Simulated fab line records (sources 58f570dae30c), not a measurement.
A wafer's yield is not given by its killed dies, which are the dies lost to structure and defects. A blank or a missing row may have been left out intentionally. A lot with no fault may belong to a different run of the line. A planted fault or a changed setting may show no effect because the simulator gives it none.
8D (eight disciplines) problem report, filled in by code / flow berkeley-cmos170 / the parts of the form that need people (team, actions taken, sign-off) are left out

== 1. WHAT IS WRONG ==
Wafers without a fault read 12628 s, standard deviation 3.9; run-length-s at UCB170_FIELD_WET_ETCH_05 reads a mean of 20190 s on 6 wafers belonging to 2 lots. So: +99 or more standard deviations from the usual mean.
The step: etches Si3N4 in H3PO4, time 12600 s.
First observed at day 8 09:28: wafer L319.4, on wet-bench-03. The record has a number at this step for 42 wafers belonging to 14 lots. By rule, "out" or "out of limits" means more than 4 standard deviations away from the usual mean. The other wafers with a number count as sound.

== 2. WHAT THIS IS AND IS NOT ==
question=which readings at this step; is=run-length-s; is not=bath-guard-temp-C
question=which lots; is=L319, L324; is not=L304, L305, L306, L307, L308, L309, L310, L311, L314, L315, L316, L318
question=which wafers of those lots; is=all that have a number; is not=-
question=read on which tools; is=wet-bench-03; is not=wet-bench-02
question=when; is=from day 8 09:28; is not=up to then (36 sound wafers)

== 3. WHAT RULES OUT EACH SUSPECT ==
Counting: any tool at a process step up to the reading is kept as a suspect provided that every lot that is out went through it and no sound lot did after the first of them.
- rie-diel-01 at UCB170_ZERO_ETCH_06 (etches SiO2 in CHF3/CF4/Ar, time 12 s): kept. It ran every lot that is out, first L319 (day 5 14:23), and no sound lot after that; its last sound lot up to then is L316 (day 5 04:38).
- wet-bench-03 at UCB170_FIELD_WET_ETCH_05 (etches Si3N4 in H3PO4, time 12600 s): kept. It ran every lot that is out, first L319 (day 8 09:28), and no sound lot after that; its last sound lot up to then is L316 (day 8 01:37). On those wafers its own readings are out: run-length-s.
Left after counting: rie-diel-01 at UCB170_ZERO_ETCH_06, wet-bench-03 at UCB170_FIELD_WET_ETCH_05.

== 4. THE CAUSE (what the simulator had put in) ==
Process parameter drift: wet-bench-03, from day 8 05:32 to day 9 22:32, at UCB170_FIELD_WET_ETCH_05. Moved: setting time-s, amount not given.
Counting left 2 suspects, and this tool is among them.

== 5. SEQUENCE OF EFFECTS, ordered by route ==
Rows list readings where the struck wafers' mean (over those with a number) sits beyond 3 standard deviations from the usual. Scope: only readings with a usual standard deviation given in the record; hours: median across lots of the time from each lot's start at the first step in this table that gives one to its start at this step; sigmas: change in usual standard deviations.
hours=0; step=UCB170_FIELD_WET_ETCH_05; reading=run-length-s; usual=12628 s; on struck wafers=20190; change=+7562; sigmas=+99 or more
Here are the process steps it includes:
- UCB170_FIELD_WET_ETCH_05: etches Si3N4 in H3PO4, time 12600 s.

== 6. HOW IT WOULD HAVE BEEN CAUGHT EARLIER ==
In this record no reading fell out of limits until day 8 09:28, 4 hours after the fault had begun at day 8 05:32.
